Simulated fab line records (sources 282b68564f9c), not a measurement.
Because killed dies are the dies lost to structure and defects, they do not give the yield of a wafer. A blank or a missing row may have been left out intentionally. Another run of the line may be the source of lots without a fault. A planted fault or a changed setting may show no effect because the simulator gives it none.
Which tool did it? + flow ritCmos + 45 wafers from 15 lots sampled at 3 of the route's 202 steps

== WHAT THE GAUGES SHOWED, per wafer ==
RIT_SILICIDE_RS_MEAS_02: the measuring method here is four-point-probe.
| lot  | measured    | on           | SILICIDE_TI_RS (ohm/sq) |
|------|-------------|--------------|-------------------------|
| L258 | day 3 19:49 | filmMetro-03 | 47.5 47.4 46.9          |
| L261 | day 4 08:30 | filmMetro-03 | 46.8 47.7 47.6          |
| L262 | day 4 08:58 | filmMetro-03 | 46.0 46.0 46.0          |
| L263 | day 4 12:40 | filmMetro-03 | 46.3 47.1 47.8          |
| L264 | day 4 23:53 | filmMetro-01 | 45.4 46.3 46.2          |
| L266 | day 5 02:17 | filmMetro-02 | 46.2 46.2 45.8          |
| L265 | day 5 06:26 | filmMetro-02 | 45.3 45.3 45.5          |
| L267 | day 5 12:38 | filmMetro-01 | 46.5 47.0 45.6          |
| L268 | day 5 19:17 | filmMetro-01 | 46.3 46.6 46.0          |
| L269 | day 5 21:32 | filmMetro-02 | 45.8 45.8 45.8          |
| L270 | day 6 02:04 | filmMetro-01 | 45.0 44.9 45.4          |
| L271 | day 6 08:31 | filmMetro-03 | 19.8 20.0 19.5          |
| L272 | day 6 13:46 | filmMetro-01 | 45.8 45.1 44.9          |
| L273 | day 6 19:58 | filmMetro-01 | 20.0 20.0 20.0          |
| L279 | day 7 21:59 | filmMetro-03 | 19.4 19.5 19.5          |

RIT_SILICIDE_THK_MEAS_03: measures by xrf.
| lot  | measured    | on           | SILICIDE_TI_THK (nm) |
|------|-------------|--------------|----------------------|
| L258 | day 3 19:55 | filmMetro-03 | 30.4 30.5 30.9       |
| L261 | day 4 08:37 | filmMetro-03 | 31.0 30.7 30.7       |
| L262 | day 4 09:05 | filmMetro-03 | 31.6 31.4 31.6       |
| L263 | day 4 12:46 | filmMetro-03 | 31.4 31.0 30.6       |
| L264 | day 5 00:01 | filmMetro-01 | 31.9 31.4 31.4       |
| L266 | day 5 02:24 | filmMetro-02 | 31.1 31.0 31.2       |
| L265 | day 5 06:34 | filmMetro-02 | 31.6 31.6 31.4       |
| L267 | day 5 12:45 | filmMetro-01 | 31.3 31.0 31.7       |
| L268 | day 5 19:25 | filmMetro-01 | 31.3 31.3 31.6       |
| L269 | day 5 21:39 | filmMetro-02 | 31.3 31.2 31.3       |
| L270 | day 6 02:10 | filmMetro-01 | 31.8 31.9 31.7       |
| L271 | day 6 08:38 | filmMetro-03 | 62.4 61.7 63.1       |
| L272 | day 6 13:53 | filmMetro-01 | 31.7 32.1 32.0       |
| L273 | day 6 20:05 | filmMetro-01 | 61.9 61.9 62.3       |
| L279 | day 7 22:05 | filmMetro-03 | 63.6 63.6 63.2       |

== TOOL THAT RAN EACH LOT (tool first, then ch and the chambers of the sampled wafers, then the start) ==
| lot  | RIT_SILICIDE_SPUTTER_01    |
|------|----------------------------|
| L258 | pvdSputter-04, day 3 19:36 |
| L261 | pvdSputter-04, day 4 08:21 |
| L262 | pvdSputter-01, day 4 08:49 |
| L263 | pvdSputter-04, day 4 12:28 |
| L264 | pvdSputter-01, day 4 23:44 |
| L266 | pvdSputter-02, day 5 02:07 |
| L265 | pvdSputter-01, day 5 06:17 |
| L267 | pvdSputter-04, day 5 12:29 |
| L268 | pvdSputter-01, day 5 19:08 |
| L269 | pvdSputter-02, day 5 21:23 |
| L270 | pvdSputter-01, day 6 01:52 |
| L271 | pvdSputter-04, day 6 08:02 |
| L272 | pvdSputter-01, day 6 13:37 |
| L273 | pvdSputter-04, day 6 19:30 |
| L279 | pvdSputter-01, day 7 21:28 |
- RIT_SILICIDE_SPUTTER_01: material Ti, target thk 30 nm, time 240 s.

== AS READ BY THE TOOLS THEMSELVES (means over the sampled wafers that have a number; for cases with no such wafer, the mark the record gives instead) ==
RIT_SILICIDE_SPUTTER_01.
| lot  | tool          | throttleValvePct (%) |
|------|---------------|----------------------|
| L258 | pvdSputter-04 | 30.4                 |
| L261 | pvdSputter-04 | 30.0                 |
| L262 | pvdSputter-01 | 30.8                 |
| L263 | pvdSputter-04 | 29.9                 |
| L264 | pvdSputter-01 | 30.3                 |
| L266 | pvdSputter-02 | 29.8                 |
| L265 | pvdSputter-01 | 30.5                 |
| L267 | pvdSputter-04 | 30.2                 |
| L268 | pvdSputter-01 | 30.3                 |
| L269 | pvdSputter-02 | 29.7                 |
| L270 | pvdSputter-01 | 30.4                 |
| L271 | pvdSputter-04 | 29.8                 |
| L272 | pvdSputter-01 | 30.8                 |
| L273 | pvdSputter-04 | 30.5                 |
| L279 | pvdSputter-01 | 30.0                 |

== THE ANSWER, worked out from the rows above alone ==
Rule: usual is defined by the lots themselves. The widest of any qualifying gaps counts: lots, ordered by their means at a reading, are off when they make up no more than a third of the lots, leave a main group of 4 or more, and stand apart from it by 3 or more times the standard deviation of that group's means. If all means in a main group match to the digits the tables above print for the reading, that group is not used. A lot without any number at a reading at which 4 lots or more have one is off too. Where the step has rows for the other lots, those lots are counted as sound. First the gauges in route order, then the tools' own readings, where a lot's mean is used as printed above. The first step at which some lot is off is used, and at that step the reading that is off furthest; a lot without a number counts as furthest.
Off: L271, L273, L279, seen at RIT_SILICIDE_RS_MEAS_02 (SILICIDE_TI_RS). Main group: mean 46.2 ohm/sq, sd 0.73.
If a tool, at a process step before that reading, ran all the lots that are off and no sound lot after the first of them, it fits. The gauges at RIT_SILICIDE_RS_MEAS_02 are tried like those tools. No candidate that was tried fits.

== WHAT THE SIMULATOR HAD INSERTED ==
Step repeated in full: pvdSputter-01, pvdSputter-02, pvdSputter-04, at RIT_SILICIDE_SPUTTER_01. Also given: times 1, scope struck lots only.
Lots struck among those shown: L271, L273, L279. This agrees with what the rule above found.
